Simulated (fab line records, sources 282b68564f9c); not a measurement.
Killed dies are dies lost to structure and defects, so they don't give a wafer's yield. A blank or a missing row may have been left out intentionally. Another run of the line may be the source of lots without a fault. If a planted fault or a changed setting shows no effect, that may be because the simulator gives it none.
Which of the tools did it? | flow rit cmos | at 1 step of a route of 202, 7 lots with 21 wafers sampled

## WHAT THE GAUGES SHOWED, per wafer
RIT_NSD_OVL_MEAS_06.
lot  | measured    | on         | NSD_OVL (nm)
L745 | day 3 07:59 | overlay-02 | -1.6 -0.4 -1.3
L747 | day 3 16:32 | overlay-02 | -0.3 -0.5 -0.5
L755 | day 5 07:26 | overlay-01 | 0.9 0.6 1.5
L757 | day 5 17:18 | overlay-02 | 2.4 2.2 1.5
L762 | day 7 03:33 | overlay-02 | 0.8 1.1 0.9
L764 | day 7 12:17 | overlay-02 | 2.4 3.0 2.3
L767 | day 8 04:45 | overlay-02 | -0.6 -0.3 -0.9

## WHAT TOOL EACH LOT RAN ON (gives the tool, then ch and the chambers of the sampled wafers, and finally the start)
Before these readings, the record contains no process step.

## THE ANSWER, worked out from the rows above alone
Rule: what is usual is taken from the lots themselves. Put in order of their means at a reading, lots are off if they are a third of the lots or fewer, leave a main group of 4 or more, and stand apart from it by a gap of 3 or more times the standard deviation of the main group's means; of several such gaps the widest counts. Not used: any main group whose means are identical at the precision the tables above print for the reading. A lot without any number at a reading at which 4 lots or more have one is off too. Where the step has rows for the other lots, those lots are counted as sound.
Nothing can be told from this: no lot is off at any reading shown.

## WHAT HAD BEEN PUT IN BY THE SIMULATOR
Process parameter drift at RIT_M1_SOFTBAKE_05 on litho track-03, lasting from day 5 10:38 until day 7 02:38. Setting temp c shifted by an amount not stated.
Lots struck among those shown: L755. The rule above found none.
